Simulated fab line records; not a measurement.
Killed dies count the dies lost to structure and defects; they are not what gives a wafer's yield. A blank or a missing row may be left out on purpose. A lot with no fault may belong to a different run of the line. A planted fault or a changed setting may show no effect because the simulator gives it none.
Split-lot trial -- flow berkeleyCmos170 -- 23 wafers read from 5 lots, route of 331 steps

ON THE SPLIT
At UCB170_PFIELD_IMPLANT_07, the setting doseCm2 was moved away from the recipe's 2e+13 on 8 of the 23 wafers read, by +4.0% to +6.8%. This setting was run at the recipe's value on the other wafers.

SPLIT TO READING: what lies between them in the file, 1 step
- UCB170_PFIELD_STRIP_08: strips in O2

THE READING
PFIELD_TW, at UCB170_PFIELD_TW_MEAS_09. Typical for fault-free wafers on this fab line: 593.8, with standard deviation 2.7.

wafer,"tool, chamber at the split",doseCm2 as run,against the recipe,PFIELD_TW,against lot-mates on the recipe
L075.2,"implanter-04, 0",2e+13,recipe,597.2,-
L075.3,"implanter-04, 0",2e+13,recipe,599.9,-
L075.4,"implanter-04, 0",2e+13,recipe,597.3,-
L074.2,"implanter-03, 0",2e+13,recipe,594.6,-
L074.3,"implanter-03, 0",2e+13,recipe,590.3,-
L074.4,"implanter-03, 0",2e+13,recipe,596.4,-
L074.5,"implanter-03, 0",2e+13,recipe,594.5,-
L074.6,"implanter-03, 0",2e+13,recipe,595.3,-
L078.1,"implanter-03, 0",2.084e+13,+4.2%,604.7,+8.1
L078.2,"implanter-03, 0",2e+13,recipe,596.3,-
L078.3,"implanter-03, 0",2.084e+13,+4.2%,602.1,+5.5
L078.4,"implanter-03, 0",2.084e+13,+4.2%,603.0,+6.4
L078.6,"implanter-03, 0",2e+13,recipe,596.9,-
L081.1,"implanter-04, 0",2.081e+13,+4.0%,600.4,+10.4
L081.2,"implanter-04, 0",2e+13,recipe,592.9,-
L081.3,"implanter-04, 0",2.081e+13,+4.0%,597.7,+7.7
L081.4,"implanter-04, 0",2.081e+13,+4.0%,598.6,+8.6
L081.6,"implanter-04, 0",2e+13,recipe,587.2,-
L080.1,"implanter-01, 0",2e+13,recipe,596.4,-
L080.2,"implanter-01, 0",2e+13,recipe,594.9,-
L080.3,"implanter-01, 0",2e+13,recipe,596.6,-
L080.4,"implanter-01, 0",2.136e+13,+6.8%,604.4,+8.4
L080.5,"implanter-01, 0",2.136e+13,+6.8%,607.0,+11.0

FIT RESULTS
A straight line over all 23 wafers: PFIELD_TW changes by +1.51 for each +1% of doseCm2; r = +0.80; the points scatter about the line by 2.8.
The same after taking each lot's own level away (the mean of its wafers on the recipe; 23 wafers): +1.64 for each +1%; r = +0.91; scatter 1.9.
Per that fit: largest doseCm2 move, reading shift of 11.
Across the lots, their own levels run from 590.05 to 598.13, a range of 3.0 times the standard deviation given above.
So the lot-to-lot level blurs the effect unless lot-mates are compared.
Check: +12.2 against its lot-mates is what the line predicts for one of the wafers moved furthest among these (+6.8%) when that wafer is left out of the fit. Against them it came out at +8.43.

THESE WAFERS: OTHER SPLITS
Note: prior to the reading, these wafers also went through further splits. Each is held against what the fit with the lots' levels taken away leaves over:
other split on the same wafers,wafers away from the commonest value,r with PFIELD_TW (lot level and that fit taken away)
UCB170_START_OXIDATION_02 tempC,10,+0.05
UCB170_ZERO_COAT_01 spinRpm,10,-0.37
UCB170_NWELL_IMPLANT_14 energyKev,9,+0.24
UCB170_ACTIVE_COAT_08 spinRpm,11,-0.08
UCB170_ACTIVE_PEB_11 pebTempC,6,-0.31

THE FILE'S OWN FIT
PFIELD_TW changes by +1.62 for each +1% of doseCm2, r = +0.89.
